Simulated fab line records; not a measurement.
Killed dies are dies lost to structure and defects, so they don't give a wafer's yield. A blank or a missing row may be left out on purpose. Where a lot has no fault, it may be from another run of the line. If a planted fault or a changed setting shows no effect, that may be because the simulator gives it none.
What tool caused it? | flow ritCmos | 48 wafers from 16 lots sampled at 2 of the route's 202 steps

## WHAT EACH GAUGE READ, for each wafer
RIT_NWELL_OVL_MEAS_06. Usual: NWELL_OVL -0.4 nm, standard deviation 1.4.
lot  | measured    | on         | NWELL_OVL (nm)                            | flag
L320 | day 1 22:51 | overlay-01 | -2.5 -1.0 -1.8                            | 
L321 | day 2 06:26 | overlay-02 | -2.7 -2.4 -1.3                            | 
L322 | day 2 10:04 | overlay-01 | 1.1 0.0 0.6                               | 
L323 | day 2 13:00 | overlay-02 | 0.2 -0.6 -2.0                             | 
L324 | day 2 17:32 | overlay-01 | 0.5 2.2 1.2                               | 
L325 | day 2 23:47 | overlay-01 | -0.6 -0.9 -0.6                            | 
L326 | day 3 02:23 | overlay-02 | 1.1 0.0 0.0                               | 
L328 | day 3 17:04 | overlay-02 | -180.6 -181.6 -181.3 -179.3 -180.7 -180.7 | OFF
L330 | day 4 02:29 | overlay-01 | -180.7 -181.1 -178.9 -180.9 -180.1 -178.4 | OFF
L331 | day 4 09:16 | overlay-02 | -181.2 -180.1 -178.9 -180.4 -179.4 -178.7 | OFF
L332 | day 4 10:34 | overlay-02 | -179.3 -179.8 -181.3 -178.1 -179.6 -181.3 | OFF
L334 | day 4 22:12 | overlay-02 | -1.8 0.2 -0.2                             | 
L338 | day 5 16:30 | overlay-01 | -0.8 -3.0 -1.2                            | 
L339 | day 5 20:10 | overlay-02 | 0.0 0.4 0.6                               | 
L340 | day 6 02:42 | overlay-02 | -0.4 -1.2 -0.9                            | 
L342 | day 6 15:19 | overlay-01 | -0.1 0.1 0.6                              | 

## WHAT TOOL EACH LOT RAN ON (gives the tool, then ch and the chambers of the sampled wafers, and finally the start)
lot  | RIT_NWELL_EXPOSE_03
L320 | ilineStepper-02 ch 0, day 1 22:27
L321 | ilineStepper-02 ch 0, day 2 06:01
L322 | ilineStepper-01 ch 0, day 2 09:38
L323 | ilineStepper-02 ch 0, day 2 12:34
L324 | ilineStepper-01 ch 0, day 2 17:07
L325 | ilineStepper-02 ch 0, day 2 23:22
L326 | ilineStepper-02 ch 0, day 3 01:58
L328 | ilineStepper-02 ch 0, day 3 16:40
L330 | ilineStepper-02 ch 0, day 4 02:03
L331 | ilineStepper-02 ch 0, day 4 08:51
L332 | ilineStepper-02 ch 0, day 4 10:08
L334 | ilineStepper-01 ch 0, day 4 21:47
L338 | ilineStepper-01 ch 0, day 5 16:04
L339 | ilineStepper-01 ch 0, day 5 19:44
L340 | ilineStepper-01 ch 0, day 6 02:16
L342 | ilineStepper-01 ch 0, day 6 14:53
- RIT_NWELL_EXPOSE_03: exposes mask M2, target cd 43900 nm.

## WHAT THE TOOLS THEMSELVES READ (means of the sampled wafers that have a number; where no wafer has one, the mark that the record gives instead)
RIT_NWELL_EXPOSE_03. Usual: exposureDoseMJCm2 at 250.03, with a standard deviation of 0.25.
lot  | tool            | exposureDoseMJCm2 | flag
L320 | ilineStepper-02 | 250.02            | 
L321 | ilineStepper-02 | 250.20            | 
L322 | ilineStepper-01 | 250.33            | 
L323 | ilineStepper-02 | 250.03            | 
L324 | ilineStepper-01 | 250.49            | 
L325 | ilineStepper-02 | 250.54            | 
L326 | ilineStepper-02 | 250.20            | 
L328 | ilineStepper-02 | 250.00            | 
L330 | ilineStepper-02 | 249.85            | 
L331 | ilineStepper-02 | 249.89            | 
L332 | ilineStepper-02 | 250.16            | 
L334 | ilineStepper-01 | 250.01            | 
L338 | ilineStepper-01 | 250.08            | 
L339 | ilineStepper-01 | 249.91            | 
L340 | ilineStepper-01 | 249.98            | 
L342 | ilineStepper-01 | 249.92            | 

## THE ANSWER, worked out from the rows above alone
Rule: take the mean of a lot's wafers that have a number; if it is more than 3 standard deviations from the usual mean, the lot is off. A lot without any number at a reading at which 4 lots or more have one is off too. Where the step has rows for the other lots, those lots are counted as sound. The gauges are gone through in route order, then the tools' own readings, and for those a lot's mean is taken as printed above. The first step at which some lot is off is used, and at that step the reading that is off furthest; a lot without a number counts as furthest.
Off: L328, L330, L331, L332, at RIT_NWELL_OVL_MEAS_06 (NWELL_OVL).
A tool fits if, at a process step before that reading, it ran every lot that is off, and no sound lot after the first of them. Those tools and the gauges at RIT_NWELL_OVL_MEAS_06 are tried in the same way. One candidate fits, namely ilineStepper-02 at RIT_NWELL_EXPOSE_03. A fault onset in the window from L326 (day 3 01:58, its last sound lot) to L328 (day 3 16:40, its first lot off) fits.

## WHAT THE SIMULATOR HAD PUT IN
Scanner matching overlay: ilineStepper-02, from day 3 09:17 on, at RIT_NWELL_EXPOSE_03. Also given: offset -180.
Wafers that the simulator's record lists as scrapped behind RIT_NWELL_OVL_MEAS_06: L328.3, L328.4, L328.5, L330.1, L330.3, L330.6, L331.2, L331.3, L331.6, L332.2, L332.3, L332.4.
Shown lots that were struck: L328, L330, L331, L332. This agrees with what the rule above found.
